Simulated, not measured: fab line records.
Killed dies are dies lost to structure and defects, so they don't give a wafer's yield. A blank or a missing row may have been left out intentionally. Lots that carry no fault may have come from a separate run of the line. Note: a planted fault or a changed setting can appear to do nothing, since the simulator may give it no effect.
Shared-tool check + flow rit cmos + 14 lots, 48 wafers sampled

THE REASON FOR OPENING IT
Of 14 lots, 2 have the reading PWELL_RS flagged at RIT_WELLDRIVE_RS_MEAS_02. Fault-free wafers read 429.4 ohm/sq, with a standard deviation of 1.3.
Rule: a lot is flagged when every wafer of it that has a number lies more than 4 standard deviations from that mean, or none has a number. The rest of the lots are taken to be sound.

| lot  | measured    | on            | PWELL_RS (ohm/sq), wafer by wafer   | flag    |
|------|-------------|---------------|-------------------------------------|---------|
| L213 | day 2 12:08 | film metro-01 | 428.1 427.4 429.1                   |         |
| L215 | day 2 19:44 | film metro-01 | 429.2 427.9 428.9                   |         |
| L217 | day 3 08:07 | film metro-02 | 429.9 428.9 428.2                   |         |
| L218 | day 3 12:27 | film metro-02 | 427.2 427.8 427.6                   |         |
| L219 | day 3 17:07 | film metro-04 | 431.0 429.1 429.4                   |         |
| L220 | day 4 00:36 | film metro-01 | 428.9 430.6 429.0                   |         |
| L221 | day 4 05:33 | film metro-04 | 430.5 430.6 431.1                   |         |
| L222 | day 4 07:02 | film metro-01 | 429.8 428.3 428.2                   |         |
| L228 | day 5 13:59 | film metro-01 | 442.9 441.8 443.7 443.9 442.4 443.6 | FLAGGED |
| L230 | day 5 23:35 | film metro-01 | 439.4 442.4 441.3 441.3 441.8 441.9 | FLAGGED |
| L231 | day 6 06:56 | film metro-02 | 430.9 431.5 431.3                   |         |
| L232 | day 6 09:09 | film metro-02 | 429.6 428.6 429.2                   |         |
| L233 | day 6 15:00 | film metro-02 | 428.4 429.3 430.4                   |         |
| L234 | day 6 19:14 | film metro-01 | 428.5 427.9 428.4                   |         |
The mean of the flagged lots' numbers is 442.2 ohm/sq, +12.8 ohm/sq from the usual (+10 standard deviations).

LOT BY LOT: THE TOOL USED
The record holds 1 process step before the reading, out of a route of 202 steps. Every cell lists first the tool, next ch and the chambers used by the sampled wafers, and last the start.
| lot  | flag    | RIT_PWELL_IMPLANT_08           |
|------|---------|--------------------------------|
| L213 |         | implanter-03 ch 0, day 2 06:32 |
| L215 |         | implanter-01 ch 0, day 2 14:08 |
| L217 |         | implanter-03 ch 0, day 3 02:02 |
| L218 |         | implanter-01 ch 0, day 3 05:42 |
| L219 |         | implanter-03 ch 0, day 3 11:32 |
| L220 |         | implanter-01 ch 0, day 3 18:32 |
| L221 |         | implanter-03 ch 0, day 3 22:56 |
| L222 |         | implanter-01 ch 0, day 4 01:01 |
| L228 | FLAGGED | implanter-01 ch 0, day 5 07:59 |
| L230 | FLAGGED | implanter-01 ch 0, day 5 17:59 |
| L231 |         | implanter-04 ch 0, day 5 23:50 |
| L232 |         | implanter-04 ch 0, day 6 03:33 |
| L233 |         | implanter-03 ch 0, day 6 09:25 |
| L234 |         | implanter-03 ch 0, day 6 13:35 |
What these steps do:
- RIT_PWELL_IMPLANT_08
- RIT_WELLDRIVE_RS_MEAS_02: measures by four-point-probe.

FLAGGED AGAINST TOTAL, ONE TOOL AT A TIME (gauges that did the reading follow at the end)
| step                     | tool          | lots run | flagged | share of the flagged lots | sound lots run after its first flagged lot |
|--------------------------|---------------|----------|---------|---------------------------|--------------------------------------------|
| RIT_PWELL_IMPLANT_08     | implanter-01  | 6        | 2       | all                       | 0                                          |
| RIT_PWELL_IMPLANT_08     | implanter-03  | 6        | 0       | none                      | -                                          |
| RIT_PWELL_IMPLANT_08     | implanter-04  | 2        | 0       | none                      | -                                          |
| RIT_WELLDRIVE_RS_MEAS_02 | film metro-01 | 7        | 2       | all                       | 1 (L234)                                   |
| RIT_WELLDRIVE_RS_MEAS_02 | film metro-02 | 5        | 0       | none                      | -                                          |
| RIT_WELLDRIVE_RS_MEAS_02 | film metro-04 | 2        | 0       | none                      | -                                          |

WHAT THE TABLE ALLOWS
In 2 table rows, all flagged lots were run: implanter-01 (RIT_PWELL_IMPLANT_08), film metro-01 (RIT_WELLDRIVE_RS_MEAS_02).
- implanter-01 at RIT_PWELL_IMPLANT_08: 2 of its 6 lots flagged. Its last sound lot is L222 (day 4 01:01), its first flagged lot L228 (day 5 07:59): a fault that began between those two fits. Its own readings (beam energy keV) fall more than 4 standard deviations out on all wafers of the flagged lots.
- film metro-01 at RIT_WELLDRIVE_RS_MEAS_02: 2 of its 7 lots flagged. Lots that were sound ran on it after the first flagged one (L234); a persistent fault on the entire tool would not allow that.
One tool is left: implanter-01 at RIT_PWELL_IMPLANT_08.

WHAT HAD BEEN PUT IN BY THE SIMULATOR
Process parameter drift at RIT_PWELL_IMPLANT_08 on implanter-01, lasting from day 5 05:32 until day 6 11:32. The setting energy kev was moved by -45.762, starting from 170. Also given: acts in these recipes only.
Shown lots that were struck: L228, L230. The rule above reached the same finding.
